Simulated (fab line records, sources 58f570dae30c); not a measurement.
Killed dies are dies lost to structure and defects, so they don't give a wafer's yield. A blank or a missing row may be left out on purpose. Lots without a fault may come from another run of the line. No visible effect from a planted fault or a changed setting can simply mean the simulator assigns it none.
fab line records	flow berkeley-cmos170
record lots=6	wafers=18	last-day=12
route steps=331 shown SACOX@99 SCREENOX@100 NVT@104 M3@331
lots with no fault: from the same line, run without faults
start-h: hours from the record's first day to the start of the lot's first wafer shown	wait-h: time in hours since the lot's previous step	" repeats the value in the row above	L1.1+2: several wafers, shown together as one row	- no value present, or no start provided	* or withheld: withheld	< > ~ a bound
route shown NAME@n: names a module that has steps shown in the file, with the first one's number in the route	usual: the fault-free wafers' mean and standard deviation	same: alike in all rows	chamber/n: place in a boat	sites: the reading at each site	_std_site: how widely they spread, as a standard deviation	_edge_site: outer sites' mean less inner sites'	radius-mm: how far each site lies from the wafer's centre	mask NAME#n: copy n	behind: tool/chamber where the wafer was last shaped	hold: the reason the lot was held/the length of the hold in hours/how it ended	device: the transistor (n, p or np) that didn't switch	end of line: tests run on the same wafers once the route is complete	a step with no rows: only its recipe	killed: count of dies lost to structure and defects at first sort (not the wafer's yield)	map: shows each die of a wafer: x if killed, . if not, _ if none is there
set.NAME: the setting that was run; set.NAME@STEP: the one run at that earlier step	model.NAME: the simulator's own value behind a step, which no gauge read
a table for each step, a row for each wafer; lots at some steps of the route
services: from which hour (start-h, from the record's first day; less than 0 if before it) a tool's chamber was out of use, for how many hours, and why
## steps
# step UCB170_SACOX_THK_MEAS_02
# recipe reads=SiO2_of_SACOX_OXIDATION_01
# usual SACOX_OXIDE_THK=14.51/0.24
lot.wafer	tool	chamber	start-h	wait-h	SACOX_OXIDE_THK[nm]
L815.2	film-metro-01	-	122.24	0.0	14.39
L815.4	"	-	"	"	14.41
L815.6	"	-	"	"	14.24
L816.2	film-metro-03	-	134.20	0.0	14.02
L816.3	"	-	"	"	13.87
L816.6	"	-	"	"	13.89
L825.1	film-metro-03	-	180.83	0.0	14.58
L825.2	"	-	"	"	14.82
L825.4	"	-	"	"	14.64
L828.3	film-metro-01	-	192.21	0.1	14.58
L828.4	"	-	"	"	14.70
L828.5	"	-	"	"	14.64
L832.3	film-metro-01	-	208.92	0.1	14.49
L832.4	"	-	"	"	14.32
L832.5	"	-	"	"	14.59
L834.3	film-metro-01	-	221.77	0.0	14.82
L834.4	"	-	"	"	14.61
L834.5	"	-	"	"	14.56
# step UCB170_SCREENOX_WET_ETCH_00
# recipe chemistry=dHF	dilution=25:1	target=SiO2	temp-c=25	time-s=200
# step UCB170_SCREENOX_OXIDATION_01
# recipe temp-c=900	ambient=O2	target-thk-a=144	ox-time-s=2400
# step UCB170_SCREENOX_THK_MEAS_02
# recipe reads=SiO2_of_SCREENOX_OXIDATION_01
# usual SCREENOX_OXIDE_THK=14.42/0.24
lot.wafer	tool	chamber	start-h	wait-h	SCREENOX_OXIDE_THK[nm]
L815.2	film-metro-02	-	126.76	0.0	14.49
L815.4	"	-	"	"	14.29
L815.6	"	-	"	"	14.30
L816.2	film-metro-03	-	138.56	0.0	14.63
L816.3	"	-	"	"	14.47
L816.6	"	-	"	"	14.53
L825.1	film-metro-02	-	187.98	0.0	14.64
L825.2	"	-	"	"	14.79
L825.4	"	-	"	"	14.78
L828.3	film-metro-03	-	199.27	0.0	14.70
L828.4	"	-	"	"	14.73
L828.5	"	-	"	"	14.68
L832.3	film-metro-02	-	214.44	0.1	14.79
L832.4	"	-	"	"	14.70
L832.5	"	-	"	"	14.41
L834.3	film-metro-04	-	227.37	0.0	14.19
L834.4	"	-	"	"	14.44
L834.5	"	-	"	"	14.20
# step UCB170_SCREENOX_ANNEAL_03
# recipe temp-c=900	time-s=900	ambient=N2
# step UCB170_NVT_HMDS_00
# recipe prime-time-s=60	prime-temp-c=100
# step UCB170_NVT_COAT_01
# recipe resist=KrF	spin-rpm=1500	resist-thk-nm=900
# step UCB170_NVT_SOFTBAKE_02
# recipe resist=KrF	temp-c=130	time-s=60
# step UCB170_NVT_EXPOSE_03
# recipe mask-id=PWELL	target-cd-nm=3000	na=0.5	sigma-outer=0.6	source-shape=conventional	dose-mj=30
# step UCB170_NVT_PEB_04
# recipe peb-temp-c=130	peb-time-s=withheld	resist=KrF
# step UCB170_NVT_DEVELOP_05
# recipe developer=TMAH	develop-time-s=45	resist=KrF	dev-temp-c=21
# step UCB170_NVT_OVL_MEAS_06
# usual NVT_OVL=5/5
lot.wafer	tool	chamber	start-h	wait-h	NVT_OVL[nm]
L815.2	overlay-02	-	134.45	-	8
L815.4	"	-	"	"	2
L815.6	"	-	"	"	12
L816.2	overlay-02	-	143.44	-	3
L816.3	"	-	"	"	-2
L816.6	"	-	"	"	4
L825.1	overlay-02	-	195.82	-	7
L825.2	"	-	"	"	2
L825.4	"	-	"	"	7
L828.3	overlay-01	-	208.14	-	8
L828.4	"	-	"	"	6
L828.5	"	-	"	"	12
L832.3	overlay-02	-	221.22	-	9
L832.4	"	-	"	"	6
L832.5	"	-	"	"	3
L834.3	overlay-02	-	233.82	-	8
L834.4	"	-	"	"	7
L834.5	"	-	"	"	5
# step UCB170_NVT_IMPLANT_07
# recipe species=BF2	dose-cm2=3e+12	energy-kev=50	tilt-deg=7
# usual beam-energy-keV=50.000/0.019
# same implant-ion-amu=49
lot.wafer	tool	chamber	start-h	wait-h	beam-energy-keV	model.implant.rp-nm	model.implant.drp-nm
L815.2	implanter-04	0	134.51	0.0	50.021	37.38	18.57
L815.4	"	0	"	"	49.994	37.38	18.57
L815.6	"	0	"	"	50.019	37.38	18.57
L816.2	implanter-03	0	143.49	0.0	49.990	37.6	18.57
L816.3	"	0	"	"	49.982	37.6	18.57
L816.6	"	0	"	"	49.983	37.6	18.57
L825.1	implanter-04	0	195.85	0.0	60.996	43.66	21.49
L825.2	"	0	"	"	61.016	43.66	21.49
L825.4	"	0	"	"	60.987	43.66	21.49
L828.3	implanter-04	0	208.22	0.1	61.043	43.73	21.49
L828.4	"	0	"	"	61.014	43.73	21.49
L828.5	"	0	"	"	60.995	43.73	21.49
L832.3	implanter-02	0	221.30	0.1	49.983	37.57	18.57
L832.4	"	0	"	"	50.007	37.57	18.57
L832.5	"	0	"	"	49.999	37.57	18.57
L834.3	implanter-02	0	233.90	0.1	50.030	36.55	18.57
L834.4	"	0	"	"	50.011	36.55	18.57
L834.5	"	0	"	"	50.037	36.55	18.57
# step UCB170_NVT_STRIP_08
# recipe chemistry=O2	power-w=400	pressure-mtorr=3500	platen-temp-c=withheld	o2-flow-sccm=400	overash-fraction=0.5
# usual chamber-pressure-mTorr=3500/3.3	drypump-motor-current-A=6.1/0.36	oes-product-au=0.735/0.0041	strip-time-to-endpoint-s=21.62/0.059
lot.wafer	tool	chamber	start-h	wait-h	chamber-pressure-mTorr	drypump-motor-current-A	oes-product-au	rf-hours-counter-h	strip-time-to-endpoint-s
L815.2	plasma-asher-02	1	134.63	0.1	3502	6.1	0.730	43	21.70
L815.4	"	1	"	"	3498	6.1	0.738	-	21.64
L815.6	"	0	"	"	3500	6.4	0.726	-	21.70
L816.2	plasma-asher-02	0	143.62	0.1	3500	6.4	0.730	44	21.68
L816.3	"	0	"	"	3499	6.4	0.733	-	21.74
L816.6	"	1	"	"	3502	6.1	0.728	-	21.76
L825.1	plasma-asher-02	1	196.00	0.1	3501	6.1	0.738	50	21.66
L825.2	"	0	"	"	3500	6.4	0.728	50	21.64
L825.4	"	1	"	"	3503	6.1	0.734	-	21.58
L828.3	plasma-asher-02	0	208.35	0.1	3495	6.4	0.738	-	21.64
L828.4	"	1	"	"	3505	6.1	0.738	-	21.61
L828.5	"	1	"	"	3504	6.1	0.729	-	21.63
L832.3	plasma-asher-01	0	221.43	0.1	3502	6.2	0.733	-	21.56
L832.4	"	1	"	"	3499	5.5	0.739	-	21.54
L832.5	"	1	"	"	3502	5.4	0.727	-	21.55
L834.3	plasma-asher-01	0	234.03	0.1	3508	6.2	0.735	-	21.65
L834.4	"	1	"	"	3494	5.5	0.737	-	21.53
L834.5	"	1	"	"	3494	5.5	0.733	-	21.52
# step UCB170_NVT_TW_MEAS_09
# usual NVT_TW=522/5.4
lot.wafer	tool	chamber	start-h	wait-h	NVT_TW
L815.2	film-metro-01	-	134.74	0.1	517
L815.4	"	-	"	"	519
L815.6	"	-	"	"	519
L816.2	film-metro-01	-	143.73	0.1	518
L816.3	"	-	"	"	517
L816.6	"	-	"	"	516
L825.1	film-metro-01	-	196.10	0.1	539
L825.2	"	-	"	"	542
L825.4	"	-	"	"	542
L828.3	film-metro-02	-	208.45	0.1	557
L828.4	"	-	"	"	555
L828.5	"	-	"	"	558
L832.3	film-metro-03	-	221.52	0.1	525
L832.4	"	-	"	"	526
L832.5	"	-	"	"	524
L834.3	film-metro-02	-	234.12	0.1	527
L834.4	"	-	"	"	528
L834.5	"	-	"	"	527
# step UCB170_NVT_CLEAN_10
# recipe chemistry=SPM	temp-c=120	time-s=600
# step UCB170_M3_PROBE_99
lot.wafer	tool	chamber	start-h	wait-h	model.etest.nmos_0p35.swing-mv-dec	model.etest.nmos_0p35.body-rise-v
L815.2	prober-02	-	197.35	0.1	77.36	0.3284
L815.4	prober-02	-	197.45	0.2	77.38	0.3269
L815.6	prober-02	-	197.55	0.2	77.14	0.3196
L816.2	prober-02	-	199.89	0.1	76.64	0.3249
L816.3	prober-02	-	199.94	0.2	76.75	0.3216
L816.6	prober-02	-	200.09	0.2	77.07	0.3223
L825.1	prober-01	-	249.02	0.1	77.98	0.3369
L825.2	prober-01	-	249.07	0.1	77.63	0.3321
L825.4	prober-01	-	249.17	0.2	77.34	0.3334
L828.3	prober-01	-	265.29	0.2	77.85	0.3506
L828.4	prober-01	-	265.34	0.2	78.25	0.349
L828.5	prober-01	-	265.39	0.2	77.95	0.3467
L832.3	prober-02	-	277.41	0.2	78.05	0.3303
L832.4	prober-02	-	277.46	0.2	77.3	0.3273
L832.5	prober-02	-	277.51	0.2	77.74	0.3295
L834.3	prober-02	-	293.09	0.2	77.06	0.3205
L834.4	prober-02	-	293.14	0.2	77.01	0.3175
L834.5	prober-02	-	293.19	0.2	76.47	0.3207
# killed by level:class
L815.2 GATE:geometric-particle:open=1 M1:geometric-particle:short=1
L815.4 FIELD:geometric-particle:short=1 SCREENOX:geometric-particle:open=1 GATE:geometric-particle:open=1 GATE:geometric-particle:short=1 SPACER:geometric-particle:open=1 V1:geometric-particle:open=1 V2:geometric-particle:short=1
L815.6 SPACER:geometric-particle:short=1 SILICIDE:geometric-particle:short=1 M3:geometric-particle:short=1
L816.2 FIELD:geometric-particle:short=1 GATE:geometric-particle:short=1 GATE:geometric-particle:open=1 SILICIDE:geometric-particle:short=1 V2:geometric-particle:open=1 ACTIVE:area-etch=1
L816.3 FIELD:geometric-particle:open=1 GATE:geometric-particle:short=1 SPACER:geometric-particle:short=1
L816.6 GATE:geometric-particle:short=3 M1:geometric-particle:short=1
L825.1 CONTACT:geometric-particle:open=1 CONTACT:geometric-particle:short=1 M3:geometric-particle:short=1
L825.2 M1:geometric-particle:short=1 V1:geometric-particle:open=1
L825.4 V2:geometric-particle:open=1 PLDD:coat-microbubble-printed=1
L832.4 SILICIDE:geometric-particle:open=1 ACTIVE:area-etch=1
L832.5 ACTIVE:geometric-particle:open=1 GATE:geometric-particle:open=1 GATE:geometric-particle:short=1
L834.3 SACOX:geometric-particle:open=1 SPACER:geometric-particle:short=1 CONTACT:geometric-particle:open=1
L834.4 SPACER:geometric-particle:open=1 V2:geometric-particle:open=1
L834.5 ACTIVE:geometric-particle:short=1 FIELD:geometric-particle:short=1 SILICIDE:geometric-particle:short=1 V2:geometric-particle:short=1 ACTIVE:area-etch=1
## services
tool	chamber	start-h	hours	kind
implanter-03	-	120.43	2.6	repair
implanter-03	-	137.39	4.1	repair
implanter-04	-	155.25	2.4	repair
implanter-02	-	188.65	5.2	pm
## key
first-sign step=UCB170_NVT_IMPLANT_07	reading=beam-energy-keV	direction=up	sigmas=99+	usual=50.000	struck=61.008
effect step=UCB170_NVT_TW_MEAS_09	reading=NVT_TW	direction=up	sigmas=4.9	usual=522	struck=549
model-effect step=UCB170_NVT_IMPLANT_07	value=implant.rp-nm	without=35.87	struck=43.7
model-effect step=UCB170_M3_PROBE_99	value=etest.nmos_0p35.swing-mv-dec	without=77.14	struck=77.84
met-at UCB170_NVT_IMPLANT_07
struck-wafers L825.1,L825.2,L825.4,L828.3,L828.4,L828.5
sort-left-out L828.3,L828.4,L828.5
tester-left-out L825,L828
onset-between 134.51 195.85
fault kind=process-parameter-drift	tool=implanter-04	chamber=-	onset-h=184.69	steps=UCB170_NVT_IMPLANT_07	channel=energy-kev	offset=11	shape=step	end-h=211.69	acts-in=these-recipes-only	stated=50
# tester-left-out: of these lots the tester's yield and bins aren't shown, on N5 and GAA mostly nor the transistor test; their killed dies are dies lost to structure and defects alone, not to doping, threshold or leakage, so they don't give the yield
# sort-left-out: the simulated sort isn't trusted on such a fault, so these wafers' sort isn't shown, and their yield isn't known
